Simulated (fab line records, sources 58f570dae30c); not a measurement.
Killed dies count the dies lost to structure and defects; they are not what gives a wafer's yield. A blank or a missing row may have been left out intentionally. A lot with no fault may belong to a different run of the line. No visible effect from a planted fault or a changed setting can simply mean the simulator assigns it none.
fab line records	flow berkeley-cmos170
[record] lots = 24	wafers = 72	last-day = 13
route steps=331 shown M1@239 M2@290 V2@296 M3@310
lots untouched by any fault: they come from a run of this same line in which no faults occurred
start-h: the number of hours between the record's first day and the start of the first shown wafer of the lot	wait-h: hours elapsed since this lot's preceding step	" same as the row above	L1.1+2: a single row standing in for several wafers	- no value, or no start was given	* or withheld: withheld	< > ~ a bound
route shown NAME@n: NAME is a module with steps in the file, n the number in the route of the first one	usual: average and standard deviation across the fault-free wafers	same: alike in all rows	chamber/n: place in a boat	sites: readings site by site	_std_site: their standard deviation	_edge_site: the outer-site mean with the inner-site mean subtracted	radius-mm: for every site, how far away it sits from the centre of the wafer	mask NAME#n: copy n	behind: the most recent tool/chamber to have shaped the wafer	hold: what put the lot on hold/how long, in hours/how the hold closed	device: whichever transistor did not switch (one of n, p or np)	end of line: the route-end tests of the same wafers	step lacking rows: just its recipe	killed: not the wafer's yield, but the dies lost to structure and defects at the first sort	map: per-die view of a wafer (x killed, . not killed, _ where there is no die)
set.NAME: setting as actually run; set.NAME@STEP: the setting as run at that earlier step	model.NAME: the simulator's own value behind a step, which no gauge read
a sample of lots followed through the steps of the route, with each step as a table and each wafer as a row
services: when a tool's chamber went out of use (start-h, in hours from the record's first day, below 0 if earlier), for how many hours, and the reason
[[steps]]
[step UCB170_M1_RS_MEAS_01]
[recipe] thk-meas-gauge = four-point-probe	reads = Al_of_M1_SPUTTER_00
[usual] M1_AL_RS = 0.0483/0.00042
lot.wafer	tool	chamber	start-h	wait-h	M1_AL_RS[ohm/sq]
L074.3	film-metro-03	-	173.21	0.1	0.0477
L074.4	"	-	"	"	0.0474
L074.5	"	-	"	"	0.0475
L077.1	film-metro-02	-	195.73	0.0	0.0482
L077.3	"	-	"	"	0.0480
L077.4	"	-	"	"	0.0482
L075.1	film-metro-04	-	197.48	0.0	0.0483
L075.4	"	-	"	"	0.0483
L075.5	"	-	"	"	0.0483
L076.1	film-metro-03	-	197.80	0.0	0.0479
L076.3	"	-	"	"	0.0486
L076.4	"	-	"	"	0.0484
L078.3	film-metro-04	-	206.61	0.1	0.0485
L078.4	"	-	"	"	0.0486
L078.5	"	-	"	"	0.0488
L080.1	film-metro-02	-	207.17	0.0	0.0496
L080.2	"	-	"	"	0.0487
L080.5	"	-	"	"	0.0490
L079.3	film-metro-02	-	209.05	0.1	0.0483
L079.5	"	-	"	"	0.0484
L079.6	"	-	"	"	0.0482
L081.3	film-metro-03	-	209.36	0.1	0.0483
L081.4	"	-	"	"	0.0486
L081.6	"	-	"	"	0.0484
L082.2	film-metro-03	-	228.74	0.1	0.0483
L082.3	"	-	"	"	0.0482
L082.6	"	-	"	"	0.0482
L085.4	film-metro-03	-	230.79	0.1	0.0480
L085.5	"	-	"	"	0.0485
L085.6	"	-	"	"	0.0484
L083.2	film-metro-04	-	230.98	0.1	0.0489
L083.5	"	-	"	"	0.0492
L083.6	"	-	"	"	0.0488
L084.1	film-metro-03	-	231.15	0.0	0.0485
L084.5	"	-	"	"	0.0483
L084.6	"	-	"	"	0.0480
L086.1	film-metro-02	-	232.76	0.0	0.0485
L086.2	"	-	"	"	0.0485
L086.6	"	-	"	"	0.0485
L087.2	film-metro-04	-	255.42	0.1	0.0482
L087.3	"	-	"	"	0.0483
L087.4	"	-	"	"	0.0484
L088.2	film-metro-03	-	256.38	0.1	0.0480
L088.4	"	-	"	"	0.0483
L088.5	"	-	"	"	0.0479
L089.2	film-metro-04	-	262.94	0.1	0.0474
L089.3	"	-	"	"	0.0474
L089.5	"	-	"	"	0.0479
L090.2	film-metro-04	-	263.24	0.1	0.0481
L090.3	"	-	"	"	0.0488
L090.4	"	-	"	"	0.0482
L092.1	film-metro-03	-	271.58	0.0	0.0482
L092.2	"	-	"	"	0.0476
L092.5	"	-	"	"	0.0486
L093.1	film-metro-04	-	272.36	0.0	0.0489
L093.3	"	-	"	"	0.0487
L093.4	"	-	"	"	0.0489
L091.2	film-metro-02	-	274.67	0.1	0.0472
L091.3	"	-	"	"	0.0479
L091.6	"	-	"	"	0.0474
L095.2	film-metro-04	-	283.92	0.1	0.0484
L095.5	"	-	"	"	0.0478
L095.6	"	-	"	"	0.0480
L094.1	film-metro-04	-	284.26	0.0	0.0482
L094.3	"	-	"	"	0.0483
L094.4	"	-	"	"	0.0481
L096.3	film-metro-04	-	297.94	0.1	0.0481
L096.5	"	-	"	"	0.0482
L096.6	"	-	"	"	0.0482
L097.2	film-metro-04	-	301.89	0.1	0.0489
L097.3	"	-	"	"	0.0488
L097.6	"	-	"	"	0.0488
[step UCB170_M2_STRIP_19]
[recipe] chemistry = O2	power-w = 400	pressure-mtorr = 3500	platen-temp-c = withheld	o2-flow-sccm = 400	overash-fraction = 0.5
[usual] drypump-motor-current-A = 5.7/0.61	oes-product-au = 0.546/0.013
lot.wafer	tool	chamber	start-h	wait-h	drypump-motor-current-A	oes-product-au	rf-hours-counter-h
L074.3	plasma-asher-02	0	181.91	0.1	6.1	0.552	-
L074.4	"	1	"	"	6.6	0.553	-
L074.5	"	0	"	"	6.2	0.562	-
L077.1	plasma-asher-02	0	203.47	0.1	6.1	0.565	39
L077.3	"	1	"	"	6.6	0.554	-
L077.4	"	0	"	"	6.1	0.564	-
L075.1	plasma-asher-03	0	205.36	0.1	6.0	0.545	48
L075.4	"	0	"	"	5.9	0.545	-
L075.5	"	1	"	"	4.7	0.543	-
L076.1	plasma-asher-01	1	207.08	0.1	5.3	0.545	10
L076.3	"	1	"	"	5.3	0.563	-
L076.4	"	0	"	"	5.7	0.541	-
L078.3	plasma-asher-02	1	217.69	0.1	6.6	0.536	-
L078.4	"	0	"	"	6.1	0.543	-
L078.5	"	0	"	"	6.1	0.529	-
L081.3	plasma-asher-03	1	221.60	0.1	4.7	0.549	-
L081.4	"	0	"	"	6.0	0.554	-
L081.6	"	1	"	"	4.7	0.560	-
L079.3	plasma-asher-03	0	221.84	0.1	6.0	0.567	-
L079.5	"	0	"	"	6.0	0.555	-
L079.6	"	1	"	"	4.7	0.565	-
L080.1	plasma-asher-01	0	221.93	0.1	5.7	0.528	12
L080.2	"	1	"	"	5.2	0.543	12
L080.5	"	0	"	"	5.7	0.523	-
L082.2	plasma-asher-01	1	239.23	0.1	5.2	0.551	14
L082.3	"	1	"	"	5.2	0.551	-
L082.6	"	1	"	"	5.2	0.558	-
L085.4	plasma-asher-01	1	240.50	0.1	5.2	0.515	-
L085.5	"	0	"	"	5.7	0.547	-
L085.6	"	1	"	"	5.3	0.524	-
L083.2	plasma-asher-02	1	241.13	0.1	6.6	0.541	44
L083.5	"	0	"	"	6.2	0.551	-
L083.6	"	1	"	"	6.6	0.559	-
L084.1	plasma-asher-01	1	241.45	0.1	5.2	0.550	14
L084.5	"	0	"	"	5.7	0.557	-
L084.6	"	1	"	"	5.3	0.555	-
L086.1	plasma-asher-03	0	242.38	0.1	6.0	0.548	52
L086.2	"	1	"	"	4.7	0.523	52
L086.6	"	0	"	"	6.0	0.536	-
L087.2	plasma-asher-03	0	265.91	0.1	6.0	0.531	54
L087.3	"	1	"	"	4.7	0.528	-
L087.4	"	0	"	"	6.0	0.532	-
L088.2	plasma-asher-02	0	266.02	0.1	6.1	0.566	47
L088.4	"	0	"	"	6.1	0.550	-
L088.5	"	1	"	"	6.6	0.549	-
L089.2	plasma-asher-01	1	273.11	0.1	5.2	0.536	18
L089.3	"	1	"	"	5.2	0.531	-
L089.5	"	1	"	"	5.3	0.526	-
L090.2	plasma-asher-03	1	273.65	0.1	4.6	0.542	55
L090.3	"	1	"	"	4.7	0.551	-
L090.4	"	0	"	"	6.0	0.548	-
L092.1	plasma-asher-01	1	279.78	0.1	5.2	0.532	18
L092.2	"	0	"	"	5.7	0.531	18
L092.5	"	1	"	"	5.3	0.546	-
L093.1	plasma-asher-03	1	281.03	0.1	4.7	0.555	56
L093.3	"	0	"	"	6.0	0.544	-
L093.4	"	1	"	"	4.7	0.542	-
L091.2	plasma-asher-01	1	286.51	0.1	5.3	0.555	19
L091.3	"	0	"	"	5.7	0.542	-
L091.6	"	0	"	"	5.7	0.564	-
L095.2	plasma-asher-03	0	294.66	0.1	6.0	0.530	58
L095.5	"	1	"	"	4.7	0.530	-
L095.6	"	0	"	"	6.0	0.537	-
L094.1	plasma-asher-01	0	295.13	0.1	5.7	0.548	20
L094.3	"	1	"	"	5.2	0.554	-
L094.4	"	0	"	"	5.7	0.552	-
L096.3	plasma-asher-02	0	306.04	0.1	6.1	0.557	-
L096.5	"	0	"	"	6.1	0.557	-
L096.6	"	1	"	"	6.6	0.541	-
L097.2	plasma-asher-02	0	311.15	0.2	6.1	0.538	52
L097.3	"	1	"	"	6.6	0.533	-
L097.6	"	1	"	"	6.6	0.534	-
[step UCB170_V2_THK_MEAS_04]
[recipe] reads = SiO2_of_V2_CVD_00
[usual] V2_POLISHED_THK = 1000.2/0.96
lot.wafer	tool	chamber	start-h	wait-h	V2_POLISHED_THK[nm]
L074.3	film-metro-01	-	182.75	0.1	999.8
L074.4	"	-	"	"	1000.0
L074.5	"	-	"	"	998.9
L077.1	film-metro-01	-	204.32	0.1	997.2
L077.3	"	-	"	"	1000.6
L077.4	"	-	"	"	1000.6
L075.1	film-metro-01	-	206.22	0.1	999.7
L075.4	"	-	"	"	999.8
L075.5	"	-	"	"	998.4
L076.1	film-metro-02	-	207.94	0.1	1000.2
L076.3	"	-	"	"	999.4
L076.4	"	-	"	"	998.4
L078.3	film-metro-02	-	218.53	0.1	1000.6
L078.4	"	-	"	"	999.9
L078.5	"	-	"	"	999.7
L081.3	film-metro-01	-	222.68	0.1	999.2
L081.4	"	-	"	"	999.7
L081.6	"	-	"	"	1000.5
L079.3	film-metro-02	-	222.92	0.1	1001.6
L079.5	"	-	"	"	999.8
L079.6	"	-	"	"	1000.9
L080.1	film-metro-01	-	223.10	0.1	1001.7
L080.2	"	-	"	"	999.3
L080.5	"	-	"	"	999.5
L082.2	film-metro-03	-	240.09	0.1	999.9
L082.3	"	-	"	"	1001.9
L082.6	"	-	"	"	998.1
L085.4	film-metro-02	-	241.35	0.1	999.2
L085.5	"	-	"	"	999.0
L085.6	"	-	"	"	1000.1
L083.2	film-metro-02	-	242.08	0.1	1001.1
L083.5	"	-	"	"	1001.0
L083.6	"	-	"	"	1001.5
L084.1	film-metro-03	-	242.41	0.1	1001.1
L084.5	"	-	"	"	1000.5
L084.6	"	-	"	"	999.3
L086.1	film-metro-03	-	243.24	0.1	999.7
L086.2	"	-	"	"	1000.6
L086.6	"	-	"	"	1002.0
L087.2	film-metro-03	-	266.78	0.1	1002.2
L087.3	"	-	"	"	1000.7
L087.4	"	-	"	"	1000.2
L088.2	film-metro-01	-	266.96	0.1	998.8
L088.4	"	-	"	"	1001.1
L088.5	"	-	"	"	1000.8
L089.2	film-metro-01	-	273.98	0.1	999.9
L089.3	"	-	"	"	1001.4
L089.5	"	-	"	"	1001.0
L090.2	film-metro-01	-	274.52	0.1	1001.0
L090.3	"	-	"	"	1000.6
L090.4	"	-	"	"	999.9
L092.1	film-metro-01	-	280.63	0.1	1000.0
L092.2	"	-	"	"	1001.4
L092.5	"	-	"	"	999.6
L093.1	film-metro-03	-	281.88	0.1	999.3
L093.3	"	-	"	"	1001.5
L093.4	"	-	"	"	999.2
L091.2	film-metro-01	-	287.37	0.1	999.2
L091.3	"	-	"	"	1002.4
L091.6	"	-	"	"	1000.8
L095.2	film-metro-02	-	295.52	0.1	1000.8
L095.5	"	-	"	"	1000.0
L095.6	"	-	"	"	1000.6
L094.1	film-metro-01	-	296.01	0.1	1000.2
L094.3	"	-	"	"	1001.1
L094.4	"	-	"	"	1000.8
L096.3	film-metro-01	-	306.89	0.1	1000.2
L096.5	"	-	"	"	1000.5
L096.6	"	-	"	"	999.7
L097.2	film-metro-01	-	312.02	0.1	998.4
L097.3	"	-	"	"	999.8
L097.6	"	-	"	"	1000.4
[step UCB170_M3_SPUTTER_01]
[recipe] material = Al	target-thk-nm = 900	time-s = 120	power-w = 6000	chamber-pressure-pa = 0.5
[usual] throttle-valve-pct = 30.0/0.66
[same] time-s = 120
lot.wafer	tool	chamber	start-h	wait-h	throttle-valve-pct
L074.3	pvd-sputter-02	-	186.86	0.0	30.1
L074.4	"	-	"	"	29.7
L074.5	"	-	"	"	29.6
L077.1	pvd-sputter-02	-	206.20	0.0	29.5
L077.3	"	-	"	"	30.2
L077.4	"	-	"	"	31.0
L075.1	pvd-sputter-04	-	208.60	0.0	30.6
L075.4	"	-	"	"	28.9
L075.5	"	-	"	"	28.8
L076.1	pvd-sputter-03	-	210.39	0.0	29.3
L076.3	"	-	"	"	30.5
L076.4	"	-	"	"	29.0
L078.3	pvd-sputter-02	-	222.57	0.0	29.8
L078.4	"	-	"	"	29.6
L078.5	"	-	"	"	29.8
L081.3	pvd-sputter-03	-	225.06	0.0	29.5
L081.4	"	-	"	"	30.5
L081.6	"	-	"	"	30.3
L079.3	pvd-sputter-02	-	225.16	0.0	29.9
L079.5	"	-	"	"	29.9
L079.6	"	-	"	"	30.7
L080.1	pvd-sputter-04	-	225.25	0.0	30.4
L080.2	"	-	"	"	28.8
L080.5	"	-	"	"	29.6
L082.2	pvd-sputter-02	-	242.38	0.0	29.9
L082.3	"	-	"	"	29.7
L082.6	"	-	"	"	29.6
L085.4	pvd-sputter-04	-	243.22	0.0	30.9
L085.5	"	-	"	"	31.0
L085.6	"	-	"	"	29.4
L083.2	pvd-sputter-03	-	244.51	0.0	30.5
L083.5	"	-	"	"	29.3
L083.6	"	-	"	"	29.2
L084.1	pvd-sputter-02	-	245.12	0.0	30.8
L084.5	"	-	"	"	29.9
L084.6	"	-	"	"	31.0
L086.1	pvd-sputter-04	-	245.92	0.0	30.9
L086.2	"	-	"	"	28.8
L086.6	"	-	"	"	29.7
L087.2	pvd-sputter-03	-	268.70	0.0	29.3
L087.3	"	-	"	"	31.1
L087.4	"	-	"	"	30.3
L088.2	pvd-sputter-04	-	268.94	0.0	29.5
L088.4	"	-	"	"	30.4
L088.5	"	-	"	"	30.1
L089.2	pvd-sputter-04	-	276.19	0.0	30.3
L089.3	"	-	"	"	29.6
L089.5	"	-	"	"	30.4
L090.2	pvd-sputter-02	-	277.00	0.0	29.6
L090.3	"	-	"	"	30.9
L090.4	"	-	"	"	29.8
L092.1	pvd-sputter-04	-	282.33	0.0	29.0
L092.2	"	-	"	"	29.3
L092.5	"	-	"	"	30.5
L093.1	pvd-sputter-03	-	283.86	0.0	30.5
L093.3	"	-	"	"	31.3
L093.4	"	-	"	"	29.4
L091.2	pvd-sputter-04	-	289.57	0.0	29.7
L091.3	"	-	"	"	30.4
L091.6	"	-	"	"	30.9
L095.2	pvd-sputter-03	-	297.42	0.0	31.3
L095.5	"	-	"	"	31.2
L095.6	"	-	"	"	30.6
L094.1	pvd-sputter-02	-	297.71	0.0	30.0
L094.3	"	-	"	"	29.5
L094.4	"	-	"	"	30.7
L096.3	pvd-sputter-02	-	309.69	0.0	30.7
L096.5	"	-	"	"	31.0
L096.6	"	-	"	"	30.2
L097.2	pvd-sputter-04	-	314.54	0.0	29.2
L097.3	"	-	"	"	29.5
L097.6	"	-	"	"	30.3
[step UCB170_M3_METAL_ETCH_18]
[recipe] chemistry = Cl2/BCl3	target = Al	stop-on = SiO2	pressure-mtorr = 12	target-depth-a = 11700	over-etch-frac = 0.3	time-s = 195	icp-w = 600	bias-w = 120	Cl2_flow_sccm = 90	bcl3-flow-sccm = 45
[usual] bias-w = 120.0/0.33	drypump-motor-current-A = 5.6/0.55	oes-product-au = 0.863/0.012	throttle-valve-pct = 24.28/0.15
[same] time-s = 195
lot.wafer	tool	chamber	start-h	wait-h	bias-w	drypump-motor-current-A	oes-product-au	rf-hours-counter-h	throttle-valve-pct
L074.3	rie-metal-04	0	189.72	-	120.2	5.3	0.875	-	24.17
L074.4	"	1	"	"	120.0	5.8	0.861	-	24.05
L074.5	"	0	"	"	120.2	5.3	0.870	-	24.15
L077.1	rie-metal-04	1	209.28	-	120.6	5.8	0.876	6.6	24.06
L077.3	"	1	"	"	120.2	5.8	0.861	-	24.05
L077.4	"	0	"	"	120.6	5.3	0.875	-	24.17
L075.1	rie-metal-04	0	211.55	-	119.4	5.3	0.873	4.3	24.16
L075.4	"	0	"	"	119.4	5.3	0.877	-	24.16
L075.5	"	0	"	"	119.7	5.3	0.876	-	24.16
L076.1	rie-metal-01	0	213.31	-	120.4	5.0	0.838	11.3	24.41
L076.3	"	0	"	"	119.5	5.0	0.843	-	24.37
L076.4	"	1	"	"	119.8	5.1	0.854	-	24.39
L078.3	rie-metal-02	1	225.01	-	119.8	6.6	0.867	-	24.46
L078.4	"	0	"	"	120.1	5.5	0.864	-	24.28
L078.5	"	0	"	"	120.0	5.5	0.870	-	24.28
L081.3	rie-metal-04	1	227.45	-	119.8	5.8	0.872	-	24.04
L081.4	"	0	"	"	119.3	5.3	0.877	-	24.17
L081.6	"	0	"	"	119.6	5.3	0.871	-	24.15
L079.3	rie-metal-01	1	227.57	-	119.7	5.1	0.856	-	24.39
L079.5	"	1	"	"	119.9	5.1	0.859	-	24.38
L079.6	"	0	"	"	119.7	5.0	0.826	-	24.39
L080.1	rie-metal-02	1	227.74	-	119.7	6.6	0.856	8.2	24.44
L080.2	"	0	"	"	119.9	5.5	0.859	12.0	24.29
L080.5	"	0	"	"	120.2	5.5	0.866	-	24.28
L082.2	rie-metal-02	1	245.01	-	120.1	6.6	0.861	8.6	24.46
L082.3	"	1	"	"	120.1	6.6	0.849	-	24.47
L082.6	"	1	"	"	120.3	6.6	0.862	-	24.46
L085.4	rie-metal-01	1	247.41	-	119.9	5.1	0.853	-	24.37
L085.5	"	1	"	"	119.8	5.1	0.857	-	24.38
L085.6	"	0	"	"	120.2	5.0	0.840	-	24.39
L083.2	rie-metal-04	1	247.47	-	120.5	5.8	0.872	7.8	24.05
L083.5	"	0	"	"	119.8	5.3	0.879	-	24.17
L083.6	"	1	"	"	119.6	5.8	0.871	-	24.05
L084.1	rie-metal-02	1	247.98	-	120.1	6.6	0.854	8.8	24.47
L084.5	"	0	"	"	120.4	5.5	0.860	-	24.29
L084.6	"	1	"	"	120.4	6.6	0.856	-	24.46
L086.1	rie-metal-01	0	248.52	-	119.9	5.0	0.840	12.6	24.40
L086.2	"	1	"	"	120.1	5.1	0.858	10.4	24.38
L086.6	"	0	"	"	120.3	5.0	0.839	-	24.41
L087.2	rie-metal-02	0	270.72	-	120.3	5.5	0.872	12.9	24.28
L087.3	"	1	"	"	120.2	6.6	0.867	-	24.46
L087.4	"	0	"	"	120.2	5.5	0.869	-	24.28
L088.2	rie-metal-04	0	271.27	-	120.0	5.3	0.869	5.7	24.15
L088.4	"	1	"	"	119.8	5.9	0.867	-	24.07
L088.5	"	1	"	"	120.1	5.8	0.863	-	24.07
L089.2	rie-metal-01	0	278.48	-	120.0	5.0	0.839	13.3	24.39
L089.3	"	1	"	"	119.8	5.1	0.869	-	24.39
L089.5	"	1	"	"	119.5	5.1	0.869	-	24.38
L090.2	rie-metal-04	0	279.15	-	120.1	5.3	0.868	6.1	24.17
L090.3	"	1	"	"	119.7	5.9	0.867	-	24.05
L090.4	"	0	"	"	120.7	5.3	0.877	-	24.17
L092.1	rie-metal-02	1	285.05	-	119.8	6.6	0.865	9.5	24.45
L092.2	"	0	"	"	120.2	5.5	0.875	13.3	24.27
L092.5	"	1	"	"	119.7	6.6	0.870	-	24.45
L093.1	rie-metal-02	1	287.05	-	120.1	6.6	0.862	9.7	24.45
L093.3	"	1	"	"	120.6	6.6	0.855	-	24.45
L093.4	"	0	"	"	120.4	5.5	0.867	-	24.28
L091.2	rie-metal-01	1	291.78	-	120.4	5.1	0.864	11.7	24.39
L091.3	"	0	"	"	120.0	5.0	0.832	-	24.40
L091.6	"	1	"	"	120.1	5.1	0.864	-	24.39
L095.2	rie-metal-01	1	299.45	-	120.3	5.1	0.869	11.9	24.38
L095.5	"	0	"	"	119.8	5.0	0.853	-	24.38
L095.6	"	1	"	"	120.4	5.1	0.864	-	24.37
L094.1	rie-metal-04	1	299.86	-	119.7	5.8	0.870	9.2	24.04
L094.3	"	0	"	"	120.2	5.3	0.885	-	24.15
L094.4	"	1	"	"	119.7	5.8	0.872	-	24.05
L096.3	rie-metal-02	1	311.97	-	119.9	6.6	0.858	-	24.46
L096.5	"	1	"	"	119.9	6.5	0.865	-	24.45
L096.6	"	1	"	"	120.0	6.6	0.862	-	24.46
L097.2	rie-metal-04	0	319.82	-	120.4	5.3	0.885	7.2	24.15
L097.3	"	1	"	"	120.7	5.9	0.874	-	24.03
L097.6	"	1	"	"	120.0	5.9	0.880	-	24.06
[step UCB170_M3_BOW_MEAS_20]
[recipe] mode = bow
[usual] M3_BOW = 37/6.6
lot.wafer	tool	chamber	start-h	wait-h	M3_BOW[um]
L074.3	film-metro-03	-	190.11	0.1	47
L074.4	"	-	"	"	42
L074.5	"	-	"	"	39
L077.1	film-metro-04	-	209.69	0.1	31
L077.3	"	-	"	"	32
L077.4	"	-	"	"	33
L075.1	film-metro-02	-	211.96	0.1	41
L075.4	"	-	"	"	49
L075.5	"	-	"	"	44
L076.1	film-metro-04	-	213.72	0.1	39
L076.3	"	-	"	"	40
L076.4	"	-	"	"	32
L078.3	film-metro-02	-	225.40	0.1	28
L078.4	"	-	"	"	36
L078.5	"	-	"	"	35
L081.3	film-metro-02	-	227.83	0.1	36
L081.4	"	-	"	"	43
L081.6	"	-	"	"	39
L079.3	film-metro-03	-	228.07	0.1	44
L079.5	"	-	"	"	31
L079.6	"	-	"	"	44
L080.1	film-metro-04	-	228.15	0.1	31
L080.2	"	-	"	"	27
L080.5	"	-	"	"	31
L082.2	film-metro-04	-	245.44	0.1	30
L082.3	"	-	"	"	41
L082.6	"	-	"	"	33
L085.4	film-metro-04	-	247.82	0.1	41
L085.5	"	-	"	"	29
L085.6	"	-	"	"	27
L083.2	film-metro-03	-	247.90	0.1	31
L083.5	"	-	"	"	40
L083.6	"	-	"	"	33
L084.1	film-metro-02	-	248.39	0.1	22
L084.5	"	-	"	"	47
L084.6	"	-	"	"	36
L086.1	film-metro-02	-	248.93	0.1	33
L086.2	"	-	"	"	36
L086.6	"	-	"	"	25
L087.2	film-metro-04	-	271.15	0.1	33
L087.3	"	-	"	"	31
L087.4	"	-	"	"	37
L088.2	film-metro-04	-	271.70	0.1	35
L088.4	"	-	"	"	34
L088.5	"	-	"	"	40
L089.2	film-metro-03	-	278.91	0.1	41
L089.3	"	-	"	"	46
L089.5	"	-	"	"	36
L090.2	film-metro-04	-	279.58	0.1	19
L090.3	"	-	"	"	45
L090.4	"	-	"	"	34
L092.1	film-metro-03	-	285.45	0.1	32
L092.2	"	-	"	"	41
L092.5	"	-	"	"	28
L093.1	film-metro-04	-	287.45	0.1	35
L093.3	"	-	"	"	33
L093.4	"	-	"	"	23
L091.2	film-metro-04	-	292.20	0.1	45
L091.3	"	-	"	"	39
L091.6	"	-	"	"	40
L095.2	film-metro-02	-	299.87	0.1	33
L095.5	"	-	"	"	40
L095.6	"	-	"	"	28
L094.1	film-metro-04	-	300.27	0.1	41
L094.3	"	-	"	"	27
L094.4	"	-	"	"	27
L096.3	film-metro-04	-	312.48	0.1	48
L096.5	"	-	"	"	35
L096.6	"	-	"	"	36
L097.2	film-metro-04	-	320.25	0.1	45
L097.3	"	-	"	"	41
L097.6	"	-	"	"	39
[[services]]
tool	chamber	start-h	hours	kind
pvd-sputter-03	-	172.86	1.8	repair
rie-metal-02	-	179.86	2.8	pm
pvd-sputter-04	-	196.83	0.6	repair
pvd-sputter-03	3	204.91	-	consumable-replace:kit
pvd-sputter-03	3	204.91	18.0	scheduled-down
pvd-sputter-03	3	204.91	18.0	vent-cycle
pvd-sputter-04	-	219.16	1.9	repair
pvd-sputter-04	-	232.41	6.1	repair
pvd-sputter-03	-	285.02	4.7	repair
rie-metal-02	0	307.07	1.2	repair
rie-metal-04	-	307.81	0.1	repair
rie-metal-02	0	308.26	-	clean
pvd-sputter-04	-	310.19	4.1	repair
[[key]]
fault none
